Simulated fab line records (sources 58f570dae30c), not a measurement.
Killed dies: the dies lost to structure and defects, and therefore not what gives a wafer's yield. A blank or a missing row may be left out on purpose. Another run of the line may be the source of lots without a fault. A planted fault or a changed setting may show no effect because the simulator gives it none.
Check of tool commonality    flow berkeleyCmos170    Sample size 14 lots and 42 wafers

REASON IT WAS OPENED
Of 14 lots, 2 have the reading PVT_TW flagged at UCB170_PVT_TW_MEAS_09. No-fault wafers: 508, standard deviation 3.2.
Rule: a lot is flagged when every wafer of it that has a number lies more than 4 standard deviations from that mean, or none has a number. The rest of the lots are taken to be sound.

lot   measured      on            PVT_TW, wafer by wafer  flag
L891  day 5 23:55   filmMetro-03  503 505 505             
L889  day 6 00:07   filmMetro-03  505 506 507             
L888  day 6 00:13   filmMetro-01  514 515 513             
L893  day 6 11:44   filmMetro-01  517 510 515             
L894  day 7 08:16   filmMetro-04  507 504 504             
L897  day 7 12:03   filmMetro-03  507 506 507             
L898  day 7 23:01   filmMetro-04  505 503 502             
L900  day 8 06:46   filmMetro-04  506 506 505             
L901  day 8 11:25   filmMetro-01  511 511 509             
L906  day 9 13:28   filmMetro-01  444 442 440             FLAGGED
L907  day 10 08:58  filmMetro-03  444 447 446             FLAGGED
L909  day 10 09:19  filmMetro-04  508 506 509             
L911  day 10 14:14  filmMetro-01  510 509 509             
L910  day 10 14:17  filmMetro-03  510 510 511             
On average the flagged lots' numbers are 444, which is -64 against the usual, or -20 standard deviations.

TOOL THAT RAN EACH LOT
Before the reading, the record contains 2 process steps out of a 331-step route. Each cell gives the tool, then ch followed by the chambers the sampled wafers passed through, then the start.
lot   flag     UCB170_PWELL_STRIP_16               UCB170_PVT_IMPLANT_07
L891           plasmaAsher-02 ch 0,1, day 3 10:31  implanter-03 ch 0, day 5 23:41
L889           plasmaAsher-04 ch 0,1, day 3 05:35  implanter-04 ch 0, day 5 23:54
L888           plasmaAsher-03 ch 0,1, day 3 05:47  implanter-01 ch 0, day 5 23:59
L893           plasmaAsher-02 ch 0,1, day 4 02:14  implanter-03 ch 0, day 6 11:31
L894           plasmaAsher-04 ch 0,1, day 4 10:39  implanter-04 ch 0, day 7 08:04
L897           plasmaAsher-03 ch 0,1, day 4 23:02  implanter-01 ch 0, day 7 11:49
L898           plasmaAsher-03 ch 0,1, day 5 07:11  implanter-03 ch 0, day 7 22:46
L900           plasmaAsher-04 ch 0,1, day 5 15:32  implanter-01 ch 0, day 8 06:31
L901           plasmaAsher-03 ch 0,1, day 6 00:52  implanter-01 ch 0, day 8 11:10
L906  FLAGGED  plasmaAsher-03 ch 0,1, day 6 17:57  implanter-03 ch 0, day 9 13:13
L907  FLAGGED  plasmaAsher-03 ch 0,1, day 7 06:26  implanter-03 ch 0, day 10 08:45
L909           plasmaAsher-03 ch 0,1, day 7 11:02  implanter-04 ch 0, day 10 09:04
L911           plasmaAsher-03 ch 0,1, day 7 19:28  implanter-04 ch 0, day 10 13:59
L910           plasmaAsher-04 ch 0,1, day 7 19:38  implanter-01 ch 0, day 10 14:02
These steps, and what they do:
- UCB170_PWELL_STRIP_16: strips in O2.
- UCB170_PVT_IMPLANT_07
- UCB170_PVT_TW_MEAS_09

FLAGGED OVER TOTAL, TOOL BY TOOL (the gauges that took the reading come last)
step                   tool            lots run  flagged  share of the flagged lots  sound lots run after its first flagged lot
UCB170_PWELL_STRIP_16  plasmaAsher-02  2         0        none                       -
UCB170_PWELL_STRIP_16  plasmaAsher-03  8         2        all                        2 (L909,L911)
UCB170_PWELL_STRIP_16  plasmaAsher-04  4         0        none                       -
UCB170_PVT_IMPLANT_07  implanter-01    5         0        none                       -
UCB170_PVT_IMPLANT_07  implanter-03    5         2        all                        0
UCB170_PVT_IMPLANT_07  implanter-04    4         0        none                       -
UCB170_PVT_TW_MEAS_09  filmMetro-01    5         1        some                       1 (L911)
UCB170_PVT_TW_MEAS_09  filmMetro-03    5         1        some                       1 (L910)
UCB170_PVT_TW_MEAS_09  filmMetro-04    4         0        none                       -

THE TABLE: WHAT IT ALLOWS
plasmaAsher-03 at UCB170_PWELL_STRIP_16 and implanter-03 at UCB170_PVT_IMPLANT_07 are the 2 rows of the table that ran each flagged lot.
- plasmaAsher-03 at UCB170_PWELL_STRIP_16 ran 8 lots, 2 of them flagged. Sound lots ran on it after the first flagged one (L909, L911), which a lasting fault on the whole tool wouldn't allow.
- implanter-03 at UCB170_PVT_IMPLANT_07 ran 5 lots, 2 of them flagged. It ran its last sound lot, L898, at day 7 22:46 and its first flagged lot, L906, at day 9 13:13: a fault with its onset between the two fits. Its own readings (doseIonsCm2, faradayCurrentUA) fall more than 4 standard deviations out on all wafers of the flagged lots.
Left over: one tool, implanter-03 at UCB170_PVT_IMPLANT_07.

WHAT THE SIMULATOR HAD PUT IN
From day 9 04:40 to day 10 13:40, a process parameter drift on implanter-03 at UCB170_PVT_IMPLANT_07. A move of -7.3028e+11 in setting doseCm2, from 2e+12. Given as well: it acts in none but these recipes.
Shown lots that were struck: L906, L907. The rule above reached the same finding.
